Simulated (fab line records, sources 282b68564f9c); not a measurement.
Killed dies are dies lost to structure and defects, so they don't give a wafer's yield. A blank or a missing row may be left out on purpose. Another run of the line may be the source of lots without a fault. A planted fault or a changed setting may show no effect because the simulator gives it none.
A struck lot beside a sound one    flow rit cmos    14 out of 202 route steps
Sound: these wafers, L403.4, L403.5, L403.6. Struck: wafers L400.3, L400.5, L400.6. The cause comes at the end.
Order at every step that has rows: each side's tool, ch and its chambers, its first start. Under that, the readings that differ: sound wafers    struck wafers    difference of the means    sigmas: that difference in standard deviations of wafers without a fault.
alike: words and numbers the same on both sides, and readings whose means are apart by under 2 such deviations; not compared: readings that were withheld, readings missing a value for some wafer, numbers with overlapping values and no deviation given by the record, and bounds like >300 which may hide the same value.
The two part at a step that has a row with sigmas, a row that says differs or no value, or rows on one side only. When numbers do not overlap yet have no deviation, they are printed without sigmas and do not part them. A reading that every wafer of one side lacks parts them only if that side has two wafers or more.

first, 3 steps without rows for these wafers: RIT_NRETRO_EXPOSE_03 (exposes mask M4, target cd 43900 nm); RIT_NRETRO_PEB_04; RIT_NRETRO_DEVELOP_05 (develop time 68 s).
RIT_NRETRO_OVL_MEAS_06:
  struck on overlay-02, day 4 08:25; sound on overlay-02, day 4 22:32
  alike: NRETRO_OVL
then, 2 steps without rows for these wafers: RIT_NRETRO_HARDBAKE_07 (time 120 s); RIT_NRETRO_IMPLANT_08.
RIT_NRETRO_STRIP_09: strips in O2, time 180 s.
  sound on plasma asher-04 ch 0,1, day 4 23:01; struck on plasma asher-04 ch 0,1, day 4 08:53
  alike: chamber pressure mTorr, drypump motor current A, rf refl power W
  not compared: rf hours counter h
RIT_NRETRO_TW_MEAS_10:
  struck on film metro-03, day 4 09:02; sound on film metro-01, day 4 23:10
reading    sound           struck          difference  sigmas
NRETRO_TW  1038 1038 1040  1056 1046 1058  +15         +2
then, 4 steps without rows for these wafers: RIT_PRETRO_HMDS_00 (prime time 60 s); RIT_PRETRO_COAT_01 (resist thk 1300 nm); RIT_PRETRO_SOFTBAKE_02 (time 60 s); RIT_PRETRO_EXPOSE_03 (exposes mask M5, target cd 43700 nm).
RIT_PRETRO_PEB_04:
  sound on litho track-02 ch 0, day 4 23:50; struck on litho track-02, day 4 09:41
reading          sound           struck  difference                     sigmas
exhaust pa (Pa)  45.0 42.5 43.9  - - -   no value on the struck wafers  
  not compared: chill plate temp C
then, 1 step without rows for these wafers: RIT_PRETRO_DEVELOP_05 (develop time 68 s).

== WHERE THEY PART ==
At RIT_NRETRO_TW_MEAS_10 first; at RIT_PRETRO_PEB_04 last (within this record only).

WHY: the cause the simulator had injected
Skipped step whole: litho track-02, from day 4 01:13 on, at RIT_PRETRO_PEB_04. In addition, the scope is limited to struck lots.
